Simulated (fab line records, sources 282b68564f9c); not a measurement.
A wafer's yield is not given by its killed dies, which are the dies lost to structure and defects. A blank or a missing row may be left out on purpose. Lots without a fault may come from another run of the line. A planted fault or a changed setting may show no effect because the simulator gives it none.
fab line records	flow ritCmos
record lots=5	wafers=23
route steps=202 shown ACTIVE@7 FOX1@20 GATE@81 SPACER@128 PSD@143 SDANNEAL@155
startH: start of the lot's first displayed wafer, in hours after the record's first day	waitH: how many hours have passed since the lot's step before this one	" identical to the entry in the row above	L1.1+2: several wafers, shown together as one row	- either no value or no given start	* or withheld: withheld	< > ~ a bound
route shown NAME@n: NAME is a module with steps in the file, n the number in the route of the first one	usual: mean and standard deviation over wafers with no fault	same: alike in all rows	chamber/n: place in a boat	sites: each site's reading	_std_site: how widely they spread, as a standard deviation	_edge_site: mean of outer sites minus mean of inner sites	radiusMm: for every site, how far away it sits from the centre of the wafer	mask NAME#n: copy n	behind: the tool/chamber that last shaped the wafer	hold: the reason the lot was held/the length of the hold in hours/how it ended	device: names the non-switching transistor (n, p or np)	end of line: tests of these same wafers at the route's end	where a step has no rows: the recipe by itself	killed: dies that structure and defects cost at the first sort, which is not the same as the wafer's yield	map: a wafer's dies, marking killed ones x, the rest . and places with no die _
set.NAME: the setting that was run; set.NAME@STEP: the one run at that earlier step	model.NAME: the simulator's own value behind a step, which no gauge read
lots where settings were altered on purpose, with a table for each step and a row for each wafer
## steps
# step RIT_ACTIVE_COAT_06
# recipe resist=NOVOLAK	spinRpm=3250	resistThkNm=1000
lot.wafer	tool	chamber	startH	waitH	set.spinRpm	model.NOVOLAK_of_ACTIVE_COAT_06.thkNm
L074.1	lithoTrack-01	0	13.74	0.1	3250	995
L074.2	"	0	"	"	3250	998.4
L074.3	"	0	"	"	3250	999.4
L074.5	"	0	"	"	3250	998.9
L074.6	"	0	"	"	3250	1001
L075.1	lithoTrack-01	0	18.74	0.1	3323	989.6
L075.2	"	0	"	"	3323	990.5
L075.3	"	0	"	"	3323	986.2
L075.4	"	0	"	"	3250	997.6
L075.6	"	0	"	"	3250	1000
L077.1	lithoTrack-02	0	29.45	0.1	3250	1001
L077.2	"	0	"	"	3412	972
L077.3	"	0	"	"	3250	998
L077.4	"	0	"	"	3412	976.5
L077.5	"	0	"	"	3412	973.4
L078.2	lithoTrack-01	0	33.77	0.1	3250	992.5
L078.3	"	0	"	"	3250	997.2
L078.5	"	0	"	"	3250	995.2
L085.1	lithoTrack-02	0	68.74	0.1	3250	1000
L085.3	"	0	"	"	3250	1003
L085.4	"	0	"	"	3388	979.1
L085.5	"	0	"	"	3388	980.3
L085.6	"	0	"	"	3388	976.9
# step RIT_ACTIVE_SOFTBAKE_07
# recipe resist=NOVOLAK	tempC=90	timeS=60
# step RIT_ACTIVE_EXPOSE_08
# recipe maskId=M1	na=0.6	sourceShape=conventional	sigmaOuter=0.6	targetCdNm=1400	doseMj=225
# step RIT_ACTIVE_DEVELOP_10
# recipe resist=NOVOLAK	developTimeS=50	devTempC=23
# step RIT_ACTIVE_HARDBAKE_12
# recipe resist=NOVOLAK	tempC=140	timeS=60
lot.wafer	tool	chamber	startH	waitH	set.spinRpm@ACTIVE_COAT_06	model.NOVOLAK_of_ACTIVE_COAT_06.thkNm
L074.1	lithoTrack-02	0	14.56	0.1	3250	879.4
L074.2	"	0	"	"	3250	882.4
L074.3	"	0	"	"	3250	883.2
L074.5	"	0	"	"	3250	882.8
L074.6	"	0	"	"	3250	884.7
L075.1	lithoTrack-02	0	19.56	0.1	3323	874.7
L075.2	"	0	"	"	3323	875.5
L075.3	"	0	"	"	3323	871.6
L075.4	"	0	"	"	3250	881.6
L075.6	"	0	"	"	3250	884.2
L077.1	lithoTrack-01	0	30.39	0.1	3250	884.6
L077.2	"	0	"	"	3412	859.3
L077.3	"	0	"	"	3250	882.1
L077.4	"	0	"	"	3412	863.2
L077.5	"	0	"	"	3412	860.4
L078.2	lithoTrack-02	0	34.71	0.1	3250	877.2
L078.3	"	0	"	"	3250	881.4
L078.5	"	0	"	"	3250	879.6
L085.1	lithoTrack-01	0	69.68	0.1	3250	883.9
L085.3	"	0	"	"	3250	886.4
L085.4	"	0	"	"	3388	865.5
L085.5	"	0	"	"	3388	866.5
L085.6	"	0	"	"	3388	863.5
# step RIT_FOX1_OXIDATION_00
# recipe tempC=1100	ambient=H2O	targetThkA=3507	pH2oTorr=720	oxTimeS=1130
lot.wafer	tool	chamber	startH	waitH	set.oxTimeS	model.SiO2_of_FOX1_OXIDATION_00.thkNm
L074.1	-	-	-	0.0	1267	366.5
L074.2	"	-	"	"	1267	372.6
L074.3	"	-	"	"	1267	370.5
L074.5	"	-	"	"	1267	369.8
L074.6	"	-	"	"	1267	365.6
L075.1	-	-	-	0.0	1130	348.9
L075.2	"	-	"	"	1130	348.6
L075.3	"	-	"	"	1130	348.3
L075.4	"	-	"	"	1130	345.5
L075.6	"	-	"	"	1130	348
L077.1	-	-	-	0.0	1062	327.2
L077.2+3	"	-	"	"	1062	331.5
L077.4	"	-	"	"	1062	329
L077.5	"	-	"	"	1062	325.1
L078.2	furnace-02	0	37.05	1.4	1130	349.7
L078.3	"	0	"	"	1130	352.6
L078.5	"	0	"	"	1130	349.1
L085.1	-	-	-	0.0	1293	372.4
L085.3	"	-	"	"	1293	375.5
L085.4	"	-	"	"	1293	372
L085.5	"	-	"	"	1293	371.5
L085.6	"	-	"	"	1293	370.8
# step RIT_FOX1_THK_MEAS_01
# recipe reads=SiO2_of_FOX1_OXIDATION_00
# usual FOX1_OXIDE_THK=346/3.7
lot.wafer	tool	chamber	startH	waitH	set.oxTimeS@FOX1_OXIDATION_00	FOX1_OXIDE_THK[nm]
L074.1	filmMetro-01	-	-	-	1267	367
L074.2	"	-	"	"	1267	373
L074.3	"	-	"	"	1267	371
L074.5	"	-	"	"	1267	369
L074.6	"	-	"	"	1267	366
L075.1	filmMetro-03	-	-	-	1130	349
L075.2	"	-	"	"	1130	349
L075.3	"	-	"	"	1130	348
L075.4	"	-	"	"	1130	346
L075.6	"	-	"	"	1130	348
L077.1	filmMetro-01	-	-	-	1062	327
L077.2	"	-	"	"	1062	331
L077.3	"	-	"	"	1062	332
L077.4	"	-	"	"	1062	329
L077.5	"	-	"	"	1062	325
L078.2	filmMetro-04	-	38.38	0.0	1130	350
L078.3	"	-	"	"	1130	353
L078.5	"	-	"	"	1130	349
L085.1	filmMetro-03	-	-	-	1293	373
L085.3	"	-	"	"	1293	376
L085.4	"	-	"	"	1293	372
L085.5	"	-	"	"	1293	372
L085.6	"	-	"	"	1293	371
# step RIT_GATE_OXIDATION_05
# recipe tempC=900	ambient=O2	targetThkA=30	oxTimeS=270
lot.wafer	tool	chamber	startH	waitH	set.oxTimeS	model.SiO2_of_GATE_OXIDATION_05.thkNm
L074.1	-	-	-	0.1	302.6	3.336
L074.2	"	-	"	"	302.6	3.303
L074.3	"	-	"	"	302.6	3.297
L074.5	"	-	"	"	302.6	3.281
L074.6	"	-	"	"	302.6	3.253
L075.1	-	-	-	0.8	242.8	2.795
L075.2	"	-	"	"	242.8	2.773
L075.3	"	-	"	"	242.8	2.817
L075.4	"	-	"	"	242.8	2.799
L075.6	"	-	"	"	242.8	2.82
L077.1	-	-	-	0.1	240	2.868
L077.2	"	-	"	"	240	2.804
L077.3	"	-	"	"	240	2.825
L077.4	"	-	"	"	240	2.87
L077.5	"	-	"	"	240	2.849
L078.2	furnace-02	0	53.29	0.0	270	2.943
L078.3	"	0	"	"	270	2.92
L078.5	"	0	"	"	270	2.967
L085.1	-	-	-	0.1	270	3.076
L085.3	"	-	"	"	270	3.086
L085.4	"	-	"	"	270	3.066
L085.5	"	-	"	"	270	3.093
L085.6	"	-	"	"	270	3.098
# step RIT_GATE_ANNEAL_06
# recipe tempC=900	timeS=600	ambient=N2O
# step RIT_GATE_THK_MEAS_07
# recipe reads=SiO2_of_GATE_OXIDATION_05
# usual GATE_OXIDE_THK=3.02/0.064
lot.wafer	tool	chamber	startH	waitH	set.oxTimeS@GATE_OXIDATION_05	GATE_OXIDE_THK[nm]
L074.1	filmMetro-03	-	33.95	0.0	302.6	3.40
L074.2	"	-	"	"	302.6	3.33
L074.3	"	-	"	"	302.6	3.33
L074.5	"	-	"	"	302.6	3.29
L074.6	"	-	"	"	302.6	3.28
L075.1	filmMetro-03	-	40.23	0.0	242.8	2.78
L075.2	"	-	"	"	242.8	2.83
L075.3	"	-	"	"	242.8	2.79
L075.4	"	-	"	"	242.8	2.78
L075.6	"	-	"	"	242.8	2.84
L077.1	filmMetro-03	-	48.75	0.0	240	2.93
L077.2	"	-	"	"	240	2.79
L077.3	"	-	"	"	240	2.81
L077.4	"	-	"	"	240	2.84
L077.5	"	-	"	"	240	2.85
L078.2	filmMetro-02	-	55.07	0.0	270	2.93
L078.3	"	-	"	"	270	2.95
L078.5	"	-	"	"	270	2.93
L085.1	filmMetro-03	-	88.54	0.0	270	3.10
L085.3	"	-	"	"	270	3.12
L085.4	"	-	"	"	270	3.11
L085.5	"	-	"	"	270	3.07
L085.6	"	-	"	"	270	3.09
# step RIT_GATE_SOFTBAKE_12
# recipe resist=NOVOLAK	tempC=90	timeS=60
lot.wafer	tool	chamber	startH	waitH	set.tempC
L074.1+2+6	lithoTrack-01	0	35.99	0.1	93.23
L074.3+5	"	0	"	"	90
L075.1+3+4	lithoTrack-02	0	42.27	0.1	90
L075.2+6	"	0	"	"	86.36
L077.1+2+4	lithoTrack-04	0	52.34	0.1	87.39
L077.3+5	"	0	"	"	90
L078.2+3+5	lithoTrack-01	0	57.12	0.1	90
L085.1+3+4+5+6	lithoTrack-01	0	90.57	0.1	90
# step RIT_GATE_EXPOSE_13
# recipe maskId=M6	na=0.6	sourceShape=conventional	sigmaOuter=0.6	targetCdNm=150	doseMj=380
lot.wafer	tool	chamber	startH	waitH	mask	set.doseMj
L074.1+3+6	ilineStepper-02	0	36.14	0.1	M6#0	380
L074.2+5	"	0	"	"	M6#0	406.6
L075.1+6	ilineStepper-02	0	42.42	0.1	M6#0	380
L075.2+3+4	"	0	"	"	M6#0	393.2
L077.1+2+3+4+5	ilineStepper-01	0	52.49	0.1	M6#0	380
L078.2+3+5	ilineStepper-01	0	57.27	0.1	M6#0	380
L085.1+4	ilineStepper-02	0	90.72	0.1	M6#0	380
L085.3+5+6	"	0	"	"	M6#0	388.2
# step RIT_GATE_DEVELOP_15
# recipe resist=NOVOLAK	developTimeS=50	devTempC=23
lot.wafer	tool	chamber	startH	waitH	set.developTimeS	set.tempC@GATE_SOFTBAKE_12	model.NOVOLAK_of_GATE_COAT_11.thkNm
L074.1	lithoTrack-04	0	-	-	50	93.23	839.6
L074.2	"	0	"	"	50	93.23	840.5
L074.3	"	0	"	"	50	90	848.7
L074.5	"	0	"	"	50	90	850
L074.6	"	0	"	"	50	93.23	840.4
L075.1	lithoTrack-01	0	-	-	50	90	846.7
L075.2	"	0	"	"	50	86.36	856.1
L075.3	"	0	"	"	50	90	847.1
L075.4	"	0	"	"	50	90	849.2
L075.6	"	0	"	"	50	86.36	854.5
L077.1	lithoTrack-04	0	-	-	54.33	87.39	850.2
L077.2	"	0	"	"	50	87.39	856.3
L077.3	"	0	"	"	50	90	846.1
L077.4	"	0	"	"	50	87.39	855.4
L077.5	"	0	"	"	54.33	90	849.4
L078.2	lithoTrack-01	0	-	-	50	90	842.1
L078.3	"	0	"	"	50	90	840.6
L078.5	"	0	"	"	50	90	843
L085.1	lithoTrack-02	0	-	-	55.85	90	848.4
L085.3	"	0	"	"	55.85	90	847.3
L085.4	"	0	"	"	50	90	845.6
L085.5	"	0	"	"	55.85	90	845.5
L085.6	"	0	"	"	50	90	847.9
# step RIT_GATE_HARDBAKE_18
# recipe resist=NOVOLAK	tempC=140	timeS=60
# step RIT_GATE_ETCH_19
# recipe chemistry=SF6/CHF3/O2	timeS=165	SF6_flow_sccm=30	CHF3_flow_sccm=30	O2_flow_sccm=5	target=poly-Si	pressureMtorr=40	rfW=160	targetDepthA=3125	overEtchFrac=0.25	stopOn=SiO2
lot.wafer	tool	chamber	startH	waitH	set.doseMj@GATE_EXPOSE_13	set.developTimeS@GATE_DEVELOP_15	model.GATE.cdNm
L074.1	rieSi-02	1	36.85	0.1	380	50	149.3
L074.2	"	2	"	"	406.6	50	113.1
L074.3	"	0	"	"	380	50	149.9
L074.5	"	0	"	"	406.6	50	116.8
L074.6	"	3	"	"	380	50	148.9
L075.1	rieSi-01	1	43.12	0.1	380	50	148
L075.2	"	0	"	"	393.2	50	132.3
L075.3	"	2	"	"	393.2	50	130.9
L075.4	"	3	"	"	393.2	50	128.1
L075.6	"	3	"	"	380	50	149.4
L077.1	rieSi-01	3	53.19	0.1	380	54.33	134.2
L077.2	"	2	"	"	380	50	149.2
L077.3	"	0	"	"	380	50	150.4
L077.4	"	1	"	"	380	50	152.1
L077.5	"	2	"	"	380	54.33	134.5
L078.2	rieSi-02	3	58.16	0.1	380	50	151.1
L078.3	"	1	"	"	380	50	146.4
L078.5	"	2	"	"	380	50	147.7
L085.1	rieSi-01	3	91.43	0.1	380	55.85	-
L085.3+5	"	2,0	"	"	388.2	55.85	-
L085.4	"	0	"	"	380	50	150.4
L085.6	"	3	"	"	388.2	50	140.8
# step RIT_SPACER_CVD_03
# recipe material=Si3N4	targetThkNm=250	tempC=810	precursor=SiH2Cl2/NH3	timeS=3300	pressureMtorr=300	sih2cl2FlowSccm=60	nh3FlowSccm=150
lot.wafer	tool	chamber	startH	waitH	set.sih2cl2FlowSccm	model.Si3N4_of_SPACER_CVD_03.thkNm
L074.1	-	-	-	3.3	60	250.5
L074.2	"	-	"	"	60	250.2
L074.3	"	-	"	"	60	252.3
L074.5	"	-	"	"	60	253.2
L074.6	"	-	"	"	60	251.6
L075.1	-	-	-	1.1	60	249.8
L075.2	"	-	"	"	60	251
L075.3	"	-	"	"	60	252.5
L075.4	"	-	"	"	60	253
L075.6	"	-	"	"	60	252
L077.1	-	-	-	0.0	67.5	263.3
L077.2	"	-	"	"	67.5	262.3
L077.3	"	-	"	"	67.5	262.7
L077.4	"	-	"	"	67.5	265.7
L077.5	"	-	"	"	67.5	263.7
L078.2	lpcvd-02	1	65.16	0.0	60	250.7
L078.3+5	"	1	"	"	60	251
L085.1	-	-	-	0.0	53.43	243.1
L085.3	"	-	"	"	53.43	243.4
L085.4	"	-	"	"	53.43	244.7
L085.5	"	-	"	"	53.43	244.4
L085.6	"	-	"	"	53.43	246.2
# step RIT_SPACER_THK_MEAS_04
# recipe reads=Si3N4_of_SPACER_CVD_03
# usual SPACER_NITRIDE_THK=251.6/2
lot.wafer	tool	chamber	startH	waitH	set.sih2cl2FlowSccm@SPACER_CVD_03	SPACER_NITRIDE_THK[nm]
L074.1	filmMetro-04	-	-	-	60	250.6
L074.2	"	-	"	"	60	250.3
L074.3	"	-	"	"	60	252.2
L074.5	"	-	"	"	60	253.2
L074.6	"	-	"	"	60	251.5
L075.1	filmMetro-04	-	-	-	60	250.0
L075.2	"	-	"	"	60	250.9
L075.3	"	-	"	"	60	252.6
L075.4	"	-	"	"	60	253.0
L075.6	"	-	"	"	60	251.8
L077.1	filmMetro-03	-	-	-	67.5	263.5
L077.2	"	-	"	"	67.5	262.4
L077.3	"	-	"	"	67.5	262.7
L077.4	"	-	"	"	67.5	265.9
L077.5	"	-	"	"	67.5	263.5
L078.2	filmMetro-01	-	67.09	0.0	60	250.8
L078.3	"	-	"	"	60	251.0
L078.5	"	-	"	"	60	251.0
L085.1	filmMetro-03	-	-	-	53.43	243.1
L085.3	"	-	"	"	53.43	243.4
L085.4	"	-	"	"	53.43	244.6
L085.5	"	-	"	"	53.43	244.6
L085.6	"	-	"	"	53.43	246.3
# step RIT_SPACER_ETCHBACK_05
# recipe targetDepthA=2500	SF6_flow_sccm=30	CHF3_flow_sccm=30	target=Si3N4	chemistry=SF6/CHF3	pressureMtorr=40	rfW=250	timeS=240	stopOn=SiO2
lot.wafer	tool	chamber	startH	waitH	set.sih2cl2FlowSccm@SPACER_CVD_03	model.etch.depthNm	model.Si3N4_of_SPACER_CVD_03.thkNm
L074.1	rieDiel-02	2	48.84	0.1	60	250.5	196.8
L074.2	"	1	"	"	60	250.2	195.5
L074.3	"	0	"	"	60	252.3	199.2
L074.5	"	1	"	"	60	253.2	197.5
L074.6	"	0	"	"	60	251.6	198.8
L075.1	rieDiel-02	2	52.97	0.1	60	249.8	195.4
L075.2	"	1	"	"	60	251	195.8
L075.3	"	0	"	"	60	252.5	198.8
L075.4	"	1	"	"	60	253	197.4
L075.6	"	2	"	"	60	252	197.1
L077.1	rieDiel-01	0	62.36	0.1	67.5	263.3	206.5
L077.2	"	1	"	"	67.5	262.3	205.1
L077.3	"	3	"	"	67.5	262.7	205.1
L077.4	"	1	"	"	67.5	265.7	207.2
L077.5	"	3	"	"	67.5	263.7	205.7
L078.2	rieDiel-02	0	67.14	0.0	60	250.7	198.5
L078.3	"	2	"	"	60	251	196.4
L078.5	"	1	"	"	60	251	196.3
L085.1	rieDiel-01	1	100.12	0.1	53.43	243.1	189.3
L085.3	"	2	"	"	53.43	243.4	190
L085.4	"	2	"	"	53.43	244.7	191.1
L085.5	"	0	"	"	53.43	244.4	191.6
L085.6	"	1	"	"	53.43	246.2	191.5
# step RIT_PSD_COAT_01
# recipe resist=NOVOLAK	spinRpm=3250	resistThkNm=1000
lot.wafer	tool	chamber	startH	waitH	set.resistThkNm	model.NOVOLAK_of_PSD_COAT_01.thkNm
L074.1+3	lithoTrack-04	0	50.68	0.1	1000	1002
L074.2+5+6	"	0	"	"	1000	1004
L075.1	lithoTrack-02	0	54.88	0.1	970.3	969.3
L075.2	"	0	"	"	1000	992.9
L075.3	"	0	"	"	970.3	968.7
L075.4	"	0	"	"	1000	997.6
L075.6	"	0	"	"	1000	998.9
L077.1+4	lithoTrack-01	0	64.12	0.1	1000	1003
L077.2	"	0	"	"	974.1	974.9
L077.3	"	0	"	"	974.1	977.8
L077.5	"	0	"	"	1000	1002
L078.2	lithoTrack-04	0	68.96	0.1	1000	999.1
L078.3+5	"	0	"	"	1000	1001
L085.1	lithoTrack-04	0	101.96	0.1	1000	993.6
L085.3	"	0	"	"	1000	994
L085.4	"	0	"	"	1019	1015
L085.5	"	0	"	"	1019	1016
L085.6	"	0	"	"	1000	997
# step RIT_PSD_SOFTBAKE_02
# recipe resist=NOVOLAK	tempC=90	timeS=60
# step RIT_PSD_EXPOSE_03
# recipe maskId=M10	na=0.57	targetCdNm=40900	doseMj=250
# step RIT_PSD_DEVELOP_05
# recipe resist=NOVOLAK	developTimeS=50	devTempC=23
# step RIT_PSD_HARDBAKE_07
# recipe resist=NOVOLAK	tempC=140	timeS=60
lot.wafer	tool	chamber	startH	waitH	set.resistThkNm@PSD_COAT_01	model.NOVOLAK_of_PSD_COAT_01.thkNm
L074.1	lithoTrack-02	0	51.42	0.0	1000	885.8
L074.2	"	0	"	"	1000	887.1
L074.3	"	0	"	"	1000	885.9
L074.5	"	0	"	"	1000	887.5
L074.6	"	0	"	"	1000	887
L075.1	lithoTrack-02	0	55.61	0.0	970.3	856.9
L075.2	"	0	"	"	1000	877.6
L075.3	"	0	"	"	970.3	856.4
L075.4	"	0	"	"	1000	881.6
L075.6	"	0	"	"	1000	882.8
L077.1	lithoTrack-01	0	64.86	0.0	1000	886.1
L077.2	"	0	"	"	974.1	861.8
L077.3	"	0	"	"	974.1	864.4
L077.4	"	0	"	"	1000	886.5
L077.5	"	0	"	"	1000	885.1
L078.2	lithoTrack-02	0	69.82	0.0	1000	882.9
L078.3	"	0	"	"	1000	884.3
L078.5	"	0	"	"	1000	884.2
L085.1	lithoTrack-01	0	102.82	0.0	1000	878.2
L085.3	"	0	"	"	1000	878.5
L085.4	"	0	"	"	1019	896.8
L085.5	"	0	"	"	1019	897.8
L085.6	"	0	"	"	1000	881.2
# step RIT_PSD_IMPLANT_08
# recipe species=BF2	energyKev=27	doseCm2=5e+15	tiltDeg=7
lot.wafer	tool	chamber	startH	waitH	set.doseCm2
L074.1+3+5	implanter-01	0	51.57	0.1	4.782e+15
L074.2+6	"	0	"	"	5e+15
L075.1+4	implanter-01	0	55.76	0.1	4.702e+15
L075.2+3+6	"	0	"	"	5e+15
L077.1+3+4	implanter-04	0	65.01	0.1	4.813e+15
L077.2+5	"	0	"	"	5e+15
L078.2+3+5	implanter-02	0	69.97	0.1	5e+15
L085.1+5+6	implanter-01	0	102.97	0.1	5e+15
L085.3+4	"	0	"	"	5.375e+15
# step RIT_PSD_STRIP_09
# recipe chemistry=O2	timeS=180	resist=NOVOLAK	platenTempC=withheld	powerW=500	pressureMtorr=4000	o2FlowSccm=4000
# step RIT_SDANNEAL_CLEAN_02
# recipe chemistry=SC2	mix=3:3:50	timeS=600	tempC=75	dry=n2Spin
# step RIT_SDANNEAL_RTA_03
# recipe tempC=1050	timeS=5	idleTempC=600	rampUpCPerS=342	rampDownCPerS=171	coolToC=600	ambient=N2
# step RIT_SDANNEAL_RS_MEAS_04
# recipe thkMeasGauge=four-point-probe
# usual PSD_RS=115.9/0.32
lot.wafer	tool	chamber	startH	waitH	set.doseCm2@PSD_IMPLANT_08	PSD_RS[ohm/sq]
L074.1	filmMetro-02	-	52.38	0.0	4.782e+15	116.2
L074.2	"	-	"	"	5e+15	115.9
L074.3	"	-	"	"	4.782e+15	116.3
L074.5	"	-	"	"	4.782e+15	116.6
L074.6	"	-	"	"	5e+15	115.8
L075.1	filmMetro-02	-	56.59	0.0	4.702e+15	116.1
L075.2	"	-	"	"	5e+15	115.5
L075.3	"	-	"	"	5e+15	115.8
L075.4	"	-	"	"	4.702e+15	116.2
L075.6	"	-	"	"	5e+15	115.5
L077.1	filmMetro-02	-	65.82	0.0	4.813e+15	116.8
L077.2	"	-	"	"	5e+15	116.5
L077.3	"	-	"	"	4.813e+15	116.7
L077.4	"	-	"	"	4.813e+15	116.7
L077.5	"	-	"	"	5e+15	116.2
L078.2	filmMetro-02	-	70.78	0.1	5e+15	115.9
L078.3	"	-	"	"	5e+15	116.2
L078.5	"	-	"	"	5e+15	116.0
L085.1	filmMetro-02	-	103.81	0.0	5e+15	116.1
L085.3	"	-	"	"	5.375e+15	115.0
L085.4	"	-	"	"	5.375e+15	115.1
L085.5	"	-	"	"	5e+15	116.0
L085.6	"	-	"	"	5e+15	116.1
## key
split step=RIT_ACTIVE_COAT_06	setting=spinRpm	stated=3250	by=wafer
response step=RIT_ACTIVE_COAT_06	reading=model.NOVOLAK_of_ACTIVE_COAT_06.thkNm	change=-5.15	per=1%	r=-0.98
response step=RIT_ACTIVE_HARDBAKE_12	reading=model.NOVOLAK_of_ACTIVE_COAT_06.thkNm	change=-4.51	per=1%	r=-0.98
split step=RIT_FOX1_OXIDATION_00	setting=oxTimeS	stated=1130	by=lot
response step=RIT_FOX1_OXIDATION_00	reading=model.SiO2_of_FOX1_OXIDATION_00.thkNm	change=+2	per=1%	r=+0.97
response step=RIT_FOX1_THK_MEAS_01	reading=FOX1_OXIDE_THK	change=+2.01	per=1%	r=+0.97
split step=RIT_GATE_OXIDATION_05	setting=oxTimeS	stated=270	by=lot
response step=RIT_GATE_OXIDATION_05	reading=model.SiO2_of_GATE_OXIDATION_05.thkNm	change=+0.0206	per=1%	r=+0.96
response step=RIT_GATE_THK_MEAS_07	reading=GATE_OXIDE_THK	change=+0.0218	per=1%	r=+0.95
split step=RIT_GATE_SOFTBAKE_12	setting=tempC	stated=90	by=wafer
response step=RIT_GATE_DEVELOP_15	reading=model.NOVOLAK_of_GATE_COAT_11.thkNm	change=-2.18	per=1%	r=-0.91
split step=RIT_GATE_EXPOSE_13	setting=doseMj	stated=380	by=wafer
response step=RIT_GATE_ETCH_19	reading=model.GATE.cdNm	change=-4.97	per=1%	r=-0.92
split step=RIT_GATE_DEVELOP_15	setting=developTimeS	stated=50	by=wafer
response step=RIT_GATE_ETCH_19	reading=model.GATE.cdNm	slope=-1.87	per=1%	togetherWith=doseMj@GATE_EXPOSE_13	explained=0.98
split step=RIT_SPACER_CVD_03	setting=sih2cl2FlowSccm	stated=60	by=lot
response step=RIT_SPACER_CVD_03	reading=model.Si3N4_of_SPACER_CVD_03.thkNm	change=+0.825	per=1%	r=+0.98
response step=RIT_SPACER_THK_MEAS_04	reading=SPACER_NITRIDE_THK	change=+0.825	per=1%	r=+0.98
response step=RIT_SPACER_ETCHBACK_05	reading=model.etch.depthNm	change=+0.825	per=1%	r=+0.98
response step=RIT_SPACER_ETCHBACK_05	reading=model.Si3N4_of_SPACER_CVD_03.thkNm	change=+0.65	per=1%	r=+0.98
split step=RIT_PSD_COAT_01	setting=resistThkNm	stated=1000	by=wafer
response step=RIT_PSD_COAT_01	reading=model.NOVOLAK_of_PSD_COAT_01.thkNm	change=+9.84	per=1%	r=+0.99
response step=RIT_PSD_HARDBAKE_07	reading=model.NOVOLAK_of_PSD_COAT_01.thkNm	change=+8.6	per=1%	r=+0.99
split step=RIT_PSD_IMPLANT_08	setting=doseCm2	stated=5e+15	by=wafer
response step=RIT_SDANNEAL_RS_MEAS_04	reading=PSD_RS	change=-0.116	per=1%	r=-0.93
